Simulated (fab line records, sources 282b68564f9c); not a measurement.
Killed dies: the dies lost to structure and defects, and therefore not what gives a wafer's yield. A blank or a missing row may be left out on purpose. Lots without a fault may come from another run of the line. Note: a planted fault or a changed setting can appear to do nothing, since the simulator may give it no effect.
A lot that was struck, set against a sound lot :: flow rit_cmos :: 15 out of 202 route steps
Sound: wafers L338.1, L338.2, L338.5. Wafers struck: L347.1, L347.4, L347.6. The cause comes at the end.
Each step with rows lists, per side, the tool, then ch with its chambers, then its first start. Under that, the readings that differ: sound wafers :: struck wafers :: difference of the means :: sigmas: that difference in standard deviations of wafers without a fault.
alike: readings whose means differ by less than 2 such deviations, and words and numbers that are the same on both sides. not compared: withheld readings, readings that some wafer has no value for, bounds like >300 that may hide the same value, and numbers for which the record gives no deviation and whose values overlap.
Wherever a step has rows on one side only, a row that says differs or no value, or a row with sigmas, the two part there. When numbers do not overlap yet have no deviation, they are printed without sigmas and do not part them. Lack of a reading on every wafer of one side parts them only where that side has two or more wafers.

first, 5 steps without rows for these wafers: RIT_M1_COAT_04 (resist thk 1300 nm); RIT_M1_SOFTBAKE_05 (time 60 s); RIT_M1_EXPOSE_06 (exposes mask M12, target cd 2600 nm); RIT_M1_PEB_07; RIT_M1_DEVELOP_08 (develop time 68 s).
RIT_M1_CD_MEAS_09 targets a cd of 2600 nm.
  sound: cd_sem-01 at day 4 07:43; struck: cd_sem-01 at day 6 00:08
  alike: cd_nm
RIT_M1_OVL_MEAS_10:
  sound: overlay-01 at day 4 07:50; struck: overlay-01 at day 6 00:15
  alike: M1_OVL
then, 1 step without rows for these wafers: RIT_M1_HARDBAKE_11 (time 120 s).
RIT_M1_METAL_ETCH_12: etches Al in Cl2/BCl3, stops on SiO2, time 165 s, target depth 600 nm.
  sound on rie_metal-01 ch 0,1, day 4 08:07; struck on rie_metal-04 ch 0,1, day 6 00:32
  alike: drypump_motor_current_A, oes_product_au, throttle_valve_pct
  not compared: rf_hours_counter_h
then, 1 step without rows for these wafers: RIT_M1_STRIP_13 (strips in nmp, time 600 s).
RIT_M1_STRIP_14: strips in O2, time 180 s.
  sound on plasma_asher-04 ch 0,1, day 4 08:27; struck on plasma_asher-03 ch 0,1, day 6 00:53
reading: drypump_motor_current_A (A)
sound: 6.19 6.20 6.18
struck: 5.64 5.65 5.77
difference: -0.50
sigmas: -2
  not compared: rf_hours_counter_h
RIT_M1_CD_MEAS_90 targets a cd of 2600 nm.
  sound: cd_sem-02 at day 4 08:38; struck: cd_sem-02 at day 6 01:04
  alike: cd_nm
RIT_M1_ANNEAL_15: time 1800 s.
  sound on furnace-02 ch 0, day 4 08:45; struck on furnace-02 ch 0, day 6 01:11
reading: spike_tc_centre_C (C)
sound: 453.8 451.6 453.9
struck: 499.2 498.8 498.9
difference: +45.9
sigmas: +46

reading: spike_tc_load_C (C)
sound: 469.6 467.7 468.9
struck: 514.3 514.6 515.8
difference: +46.2
sigmas: +42

reading: spike_tc_source_C (C)
sound: 467.9 469.7 470.1
struck: 515.1 515.3 517.5
difference: +46.7
sigmas: +47

reading: tube_center_temp_C (C)
sound: 450.02 450.05 449.98
struck: 494.96 494.94 495.06
difference: +44.97
sigmas: +99 or more

reading: tube_center_temp_C_max
sound: 450.95 451.19 450.88
struck: 495.96 495.68 496.06
difference: +44.89
sigmas: +99 or more

reading: zone_power_centre_pct (%)
sound: 19.88 20.06 20.00
struck: 22.37 22.13 22.47
difference: +2.34
sigmas: +12

reading: zone_power_load_pct (%)
sound: 6.83 6.91 6.77
struck: 7.96 7.80 7.96
difference: +1.07
sigmas: +15

reading: zone_power_source_pct (%)
sound: 7.27 7.38 7.25
struck: 8.57 8.64 8.49
difference: +1.27
sigmas: +17
RIT_M1_BOW_MEAS_16:
  sound: film_metro-03 at day 4 10:15; struck: film_metro-04 at day 6 02:41
  alike: M1_BOW
RIT_M1_PROBE_99:
  sound: prober-02 at day 4 10:22; struck: prober-01 at day 6 02:48
reading: model.etest.tester.sort_n_pass
sound: 252 256 256
struck: 0 0 0
difference: -255
sigmas: 

reading: model.etest.tester.sort_bin_3_pct (%)
sound: 0 0 0.7576
struck: 95.83 96.21 98.11
difference: +96.46
sigmas: 

reading: model.etest.tester.sort_yield_pct (%)
sound: 95.45 96.97 96.97
struck: 0 0 0
difference: -96
sigmas: 

reading: model.etest.nmos_turned.short
sound: 0 0 0
struck: 1 1 1
difference: +1
sigmas: 

reading: model.etest.retro_edge_pmos.over_limit
sound: 0 0 0
struck: 1 1 1
difference: +1
sigmas: 

reading: model.etest.antenna_poly.short
sound: 0 0 0
struck: 1 1 1
difference: +1
sigmas: 

reading: model.etest.contact_diode_array.over_limit
sound: 0 0 0
struck: 1 1 1
difference: +1
sigmas: 

reading: model.etest.gate_end_array.over_limit
sound: 0 0 0
struck: 1 1 1
difference: +1
sigmas: 
  alike: defect_limited_yield, killed_at_contacts, killed_at_front_end, killed_dies, killed_open, killed_short

## WHERE THEY PART
First at RIT_M1_STRIP_14; last, within this record, at RIT_M1_ANNEAL_15. Later steps at which nothing parts them and some readings are alike: RIT_M1_BOW_MEAS_16, RIT_M1_PROBE_99.

WHY: what the simulator had put in
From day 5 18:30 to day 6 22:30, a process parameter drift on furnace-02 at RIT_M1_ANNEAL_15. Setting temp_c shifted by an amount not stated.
